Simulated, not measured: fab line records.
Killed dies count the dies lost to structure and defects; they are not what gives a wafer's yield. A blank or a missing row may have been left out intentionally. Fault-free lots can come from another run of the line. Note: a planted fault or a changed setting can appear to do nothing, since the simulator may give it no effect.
Split-lot experiment || flow berkeley cmos170 || 5 lots, 23 wafers read, on a route of 331 steps

== SPLIT DETAILS ==
At UCB170_PFIELD_COAT_01 (resist thk 900 nm), the setting spin rpm was moved away from the recipe's 1500 rpm on 7 of the 23 wafers read, by -6.7% to +5.7%. The other wafers ran this setting at the recipe's value.

The reading is taken at the split's own step.

== THE READING ==
KrF_of_PFIELD_COAT_01.thk nm (the simulator's own value, which no gauge read), in nm, at UCB170_PFIELD_COAT_01 (resist thk 900 nm). The file gives no usual value for it. Here, 16 wafers ran the recipe; their average is 901.3 nm with a standard deviation of 2.5 nm.

{"wafer": "L074.1", "tool, chamber at the split": "litho track-03, 0", "spin rpm as run, rpm": 1403, "against the recipe": "-6.5%", "KrF_of_PFIELD_COAT_01.thk nm, nm": 930.9, "against lot-mates on the recipe": "+31.1"}
{"wafer": "L074.2", "tool, chamber at the split": "litho track-03, 0", "spin rpm as run, rpm": 1500, "against the recipe": "recipe", "KrF_of_PFIELD_COAT_01.thk nm, nm": 898.9, "against lot-mates on the recipe": "-"}
{"wafer": "L074.3", "tool, chamber at the split": "litho track-03, 0", "spin rpm as run, rpm": 1500, "against the recipe": "recipe", "KrF_of_PFIELD_COAT_01.thk nm, nm": 899, "against lot-mates on the recipe": "-"}
{"wafer": "L074.4", "tool, chamber at the split": "litho track-03, 0", "spin rpm as run, rpm": 1403, "against the recipe": "-6.5%", "KrF_of_PFIELD_COAT_01.thk nm, nm": 930.7, "against lot-mates on the recipe": "+30.9"}
{"wafer": "L074.6", "tool, chamber at the split": "litho track-03, 0", "spin rpm as run, rpm": 1500, "against the recipe": "recipe", "KrF_of_PFIELD_COAT_01.thk nm, nm": 901.5, "against lot-mates on the recipe": "-"}
{"wafer": "L076.1", "tool, chamber at the split": "litho track-03, 0", "spin rpm as run, rpm": 1399, "against the recipe": "-6.7%", "KrF_of_PFIELD_COAT_01.thk nm, nm": 937.5, "against lot-mates on the recipe": "+32.8"}
{"wafer": "L076.3", "tool, chamber at the split": "litho track-03, 0", "spin rpm as run, rpm": 1500, "against the recipe": "recipe", "KrF_of_PFIELD_COAT_01.thk nm, nm": 905.6, "against lot-mates on the recipe": "-"}
{"wafer": "L076.4", "tool, chamber at the split": "litho track-03, 0", "spin rpm as run, rpm": 1500, "against the recipe": "recipe", "KrF_of_PFIELD_COAT_01.thk nm, nm": 903.7, "against lot-mates on the recipe": "-"}
{"wafer": "L076.5", "tool, chamber at the split": "litho track-03, 0", "spin rpm as run, rpm": 1399, "against the recipe": "-6.7%", "KrF_of_PFIELD_COAT_01.thk nm, nm": 936.6, "against lot-mates on the recipe": "+31.9"}
{"wafer": "L076.6", "tool, chamber at the split": "litho track-03, 0", "spin rpm as run, rpm": 1399, "against the recipe": "-6.7%", "KrF_of_PFIELD_COAT_01.thk nm, nm": 939, "against lot-mates on the recipe": "+34.3"}
{"wafer": "L079.1", "tool, chamber at the split": "litho track-02, 0", "spin rpm as run, rpm": 1586, "against the recipe": "+5.7%", "KrF_of_PFIELD_COAT_01.thk nm, nm": 878, "against lot-mates on the recipe": -26.5}
{"wafer": "L079.2", "tool, chamber at the split": "litho track-02, 0", "spin rpm as run, rpm": 1500, "against the recipe": "recipe", "KrF_of_PFIELD_COAT_01.thk nm, nm": 904.8, "against lot-mates on the recipe": "-"}
{"wafer": "L079.3", "tool, chamber at the split": "litho track-02, 0", "spin rpm as run, rpm": 1586, "against the recipe": "+5.7%", "KrF_of_PFIELD_COAT_01.thk nm, nm": 878.7, "against lot-mates on the recipe": -25.8}
{"wafer": "L079.4", "tool, chamber at the split": "litho track-02, 0", "spin rpm as run, rpm": 1500, "against the recipe": "recipe", "KrF_of_PFIELD_COAT_01.thk nm, nm": 904.4, "against lot-mates on the recipe": "-"}
{"wafer": "L079.6", "tool, chamber at the split": "litho track-02, 0", "spin rpm as run, rpm": 1500, "against the recipe": "recipe", "KrF_of_PFIELD_COAT_01.thk nm, nm": 904.4, "against lot-mates on the recipe": "-"}
{"wafer": "L081.1", "tool, chamber at the split": "litho track-04, 0", "spin rpm as run, rpm": 1500, "against the recipe": "recipe", "KrF_of_PFIELD_COAT_01.thk nm, nm": 900.5, "against lot-mates on the recipe": "-"}
{"wafer": "L081.3", "tool, chamber at the split": "litho track-04, 0", "spin rpm as run, rpm": 1500, "against the recipe": "recipe", "KrF_of_PFIELD_COAT_01.thk nm, nm": 899.7, "against lot-mates on the recipe": "-"}
{"wafer": "L081.4", "tool, chamber at the split": "litho track-04, 0", "spin rpm as run, rpm": 1500, "against the recipe": "recipe", "KrF_of_PFIELD_COAT_01.thk nm, nm": 901.2, "against lot-mates on the recipe": "-"}
{"wafer": "L081.5", "tool, chamber at the split": "litho track-04, 0", "spin rpm as run, rpm": 1500, "against the recipe": "recipe", "KrF_of_PFIELD_COAT_01.thk nm, nm": 898.5, "against lot-mates on the recipe": "-"}
{"wafer": "L081.6", "tool, chamber at the split": "litho track-04, 0", "spin rpm as run, rpm": 1500, "against the recipe": "recipe", "KrF_of_PFIELD_COAT_01.thk nm, nm": 901.1, "against lot-mates on the recipe": "-"}
{"wafer": "L083.1", "tool, chamber at the split": "litho track-02, 0", "spin rpm as run, rpm": 1500, "against the recipe": "recipe", "KrF_of_PFIELD_COAT_01.thk nm, nm": 898.3, "against lot-mates on the recipe": "-"}
{"wafer": "L083.2", "tool, chamber at the split": "litho track-02, 0", "spin rpm as run, rpm": 1500, "against the recipe": "recipe", "KrF_of_PFIELD_COAT_01.thk nm, nm": 901.6, "against lot-mates on the recipe": "-"}
{"wafer": "L083.3", "tool, chamber at the split": "litho track-02, 0", "spin rpm as run, rpm": 1500, "against the recipe": "recipe", "KrF_of_PFIELD_COAT_01.thk nm, nm": 898.1, "against lot-mates on the recipe": "-"}

FIT RESULTS
A straight line over all 23 wafers: KrF_of_PFIELD_COAT_01.thk nm changes by -4.77 nm for each +1% of spin rpm; r = -0.99; the points scatter about the line by 2.9 nm.
The same after taking each lot's own level away (the mean of its wafers on the recipe; 23 wafers): -4.78 nm for each +1%; r = -1.00; scatter 1.1 nm.
According to that fit, moving spin rpm by its largest amount changes the reading by 32 nm.
The span of the lots' own levels, 899.33 to 904.65 nm, comes to 2.2 times the standard deviation stated above.
The two slopes are in agreement: the lot-to-lot level therefore moves the slope only a little.
Check: +32.3 nm against its lot-mates is what the line predicts for one of the wafers moved furthest among these (-6.7%) when that wafer is left out of the fit. It came out at +32.8 nm against them.

== OTHER SPLITS ON THESE WAFERS ==
These wafers also went through other splits before the reading. Each is held against what the fit with the lots' levels taken away leaves over:
{"other split on the same wafers": "UCB170_START_OXIDATION_02 ox time s", "wafers away from the commonest value": 18, "r with KrF_of_PFIELD_COAT_01.thk nm (lot level and that fit taken away)": -0.20}
{"other split on the same wafers": "UCB170_NWELL_OXIDATION_01 temp c", "wafers away from the commonest value": 15, "r with KrF_of_PFIELD_COAT_01.thk nm (lot level and that fit taken away)": "+0.08"}
{"other split on the same wafers": "UCB170_PWELL_CVD_05 temp c", "wafers away from the commonest value": 15, "r with KrF_of_PFIELD_COAT_01.thk nm (lot level and that fit taken away)": -0.05}
{"other split on the same wafers": "UCB170_PWELL_IMPLANT_15 energy kev", "wafers away from the commonest value": 7, "r with KrF_of_PFIELD_COAT_01.thk nm (lot level and that fit taken away)": "+0.16"}
{"other split on the same wafers": "UCB170_ACTIVE_OXIDATION_02 temp c", "wafers away from the commonest value": 10, "r with KrF_of_PFIELD_COAT_01.thk nm (lot level and that fit taken away)": -0.16}

== THE WHOLE CHAIN: every reading that the file lists as answering this split, in the file's order ==
{"step": "UCB170_PFIELD_COAT_01", "what it does": "resist thk 900 nm", "reading": "KrF_of_PFIELD_COAT_01.thk nm (the simulator's own value, which no gauge read)", "change (the file's fit)": "-4.77 nm for each +1% of the setting", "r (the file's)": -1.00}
{"step": "UCB170_PFIELD_STRIP_08", "what it does": "strips in O2", "reading": "strip time to endpoint s", "change (the file's fit)": "withheld for each +1% of the setting", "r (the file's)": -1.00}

== FILE'S OWN FIT ==
KrF_of_PFIELD_COAT_01.thk nm changes by -4.77 nm for each +1% of spin rpm, r = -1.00.
